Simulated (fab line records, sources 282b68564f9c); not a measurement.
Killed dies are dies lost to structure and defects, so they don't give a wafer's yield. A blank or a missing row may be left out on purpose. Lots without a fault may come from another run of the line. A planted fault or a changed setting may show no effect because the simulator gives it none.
Which tool did it? | flow rit_cmos | 7 lots, 21 wafers sampled, at 2 steps of a route of 202

WHAT THE GAUGES READ, wafer by wafer
RIT_ACTIVE_THK_MEAS_04.
lot  | measured    | on            | ACTIVE_NITRIDE_THK (nm)
L914 | day 1 18:46 | film_metro-03 | 148.7 150.3 149.9
L916 | day 2 05:15 | film_metro-02 | 148.9 150.1 150.8
L919 | day 2 19:33 | film_metro-03 | 182.2 182.5 182.1
L926 | day 4 06:45 | film_metro-03 | 148.3 148.1 148.1
L931 | day 5 07:49 | film_metro-04 | 147.2 147.1 147.6
L933 | day 5 17:40 | film_metro-04 | 150.7 152.1 151.2
L935 | day 6 03:32 | film_metro-02 | 153.3 154.7 153.2

WHICH TOOL RAN EACH LOT (tool, then ch and the chambers of the sampled wafers, then the start)
lot  | RIT_ACTIVE_CVD_03
L914 | lpcvd-02 ch 1, day 1 17:21
L916 | lpcvd-01 ch 0, day 2 03:07
L919 | lpcvd-01 ch 0, day 2 18:07
L926 | lpcvd-02 ch 0, day 4 05:19
L931 | lpcvd-01 ch 1, day 5 06:24
L933 | lpcvd-01 ch 0, day 5 16:15
L935 | lpcvd-01 ch 0, day 6 02:07
- RIT_ACTIVE_CVD_03: deposits Si3N4 from SiH2Cl2/NH3, target thk 150 nm, time 1500 s.

THE ANSWER, worked out from the rows above alone
Rule: what is usual is taken from the lots themselves. Put in order of their means at a reading, lots are off if they are a third of the lots or fewer, leave a main group of 4 or more, and stand apart from it by a gap of 3 or more times the standard deviation of the main group's means; of several such gaps the widest counts. A main group whose means are all the same, to the digits that the tables above print for the reading, isn't used. A lot without any number at a reading at which 4 lots or more have one is off too. The other lots that the step has rows for count as sound.
Off: L919, at RIT_ACTIVE_THK_MEAS_04 (ACTIVE_NITRIDE_THK). The main group: mean 150.0 nm, standard deviation 2.1.
A tool fits if, at a process step before that reading, it ran every lot that is off, and no sound lot after the first of them. The gauges at RIT_ACTIVE_THK_MEAS_04 are tried like those tools. None of those tried fits.

WHAT THE SIMULATOR HAD PUT IN
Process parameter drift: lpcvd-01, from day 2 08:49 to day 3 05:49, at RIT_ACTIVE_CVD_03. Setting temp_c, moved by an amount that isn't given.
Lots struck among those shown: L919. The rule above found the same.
